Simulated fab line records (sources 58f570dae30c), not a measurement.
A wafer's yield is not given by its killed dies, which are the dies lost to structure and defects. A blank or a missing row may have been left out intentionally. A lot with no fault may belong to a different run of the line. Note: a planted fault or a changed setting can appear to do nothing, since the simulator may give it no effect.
What tool caused it? | flow berkeley_cmos170 | Sampling: 7 lots, 21 wafers, 3 of 331 route steps

== WHAT EACH GAUGE READ, for each wafer ==
UCB170_V2_THK_MEAS_01.
lot  | measured     | on            | V2_TEOS_THK (nm)
L389 | day 7 08:08  | film_metro-02 | 1963 1993 2020
L390 | day 8 00:06  | film_metro-04 | 1964 2004 1974
L398 | day 9 07:29  | film_metro-01 | 2039 2049 2031
L402 | day 10 06:43 | film_metro-02 | 2860 2886 2908
L406 | day 11 10:39 | film_metro-04 | 1986 1986 2018
L409 | day 11 14:59 | film_metro-01 | 1983 2020 2031
L410 | day 12 02:05 | film_metro-02 | 1975 1999 2045

== WHICH TOOL RAN EACH LOT (tool, then ch and the chambers of the sampled wafers, then the start) ==
lot  | UCB170_PFIELD_STRIP_08              | UCB170_V2_CVD_00
L389 | plasma_asher-04 ch 0,1, day 4 08:08 | pecvd-02 ch 0,1, day 7 07:59
L390 | plasma_asher-01 ch 0,1, day 4 22:08 | pecvd-04 ch 0,1,2, day 7 23:57
L398 | plasma_asher-03 ch 0,1, day 6 03:12 | pecvd-02 ch 0,1,2, day 9 07:22
L402 | plasma_asher-04 ch 0,1, day 6 20:32 | pecvd-02 ch 0,1, day 10 06:32
L406 | plasma_asher-01 ch 0, day 8 01:04   | pecvd-03 ch 1,2, day 11 10:29
L409 | plasma_asher-04 ch 0,1, day 8 12:16 | pecvd-03 ch 0,1,2, day 11 14:49
L410 | plasma_asher-03 ch 0,1, day 8 21:43 | pecvd-04 ch 0,1,2, day 12 01:56
- UCB170_PFIELD_STRIP_08: strips in O2.
- UCB170_V2_CVD_00: deposits SiO2 from TEOS/O2, target thk 2000 nm, time 250 s.

== THE ANSWER, worked out from the rows above alone ==
Rule: the usual values come from the lots themselves. The widest of any qualifying gaps counts: lots, ordered by their means at a reading, are off when they make up no more than a third of the lots, leave a main group of 4 or more, and stand apart from it by 3 or more times the standard deviation of that group's means. The tables above print the reading to a certain number of digits; a main group whose means all agree to those digits is not used. A lot without any number at a reading at which 4 lots or more have one is off too. All remaining lots with rows at the step are treated as sound.
Off: at UCB170_V2_THK_MEAS_01 (V2_TEOS_THK), L402. The main group: mean 2004 nm, standard deviation 19.
If a tool, at a process step before that reading, ran all the lots that are off and no sound lot after the first of them, it fits. Gauges at UCB170_V2_THK_MEAS_01: tried the same way as those tools. One candidate fits, namely pecvd-02 at UCB170_V2_CVD_00. A fault onset in the window from L398 (day 9 07:22, its last sound lot) to L402 (day 10 06:32, its first lot off) fits.

== WHAT THE SIMULATOR HAD INSERTED ==
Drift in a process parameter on pecvd-02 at UCB170_V2_CVD_00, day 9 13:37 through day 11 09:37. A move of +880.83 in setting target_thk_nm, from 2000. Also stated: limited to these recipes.
Lots struck among those shown: L402. The rule given above showed the same thing.
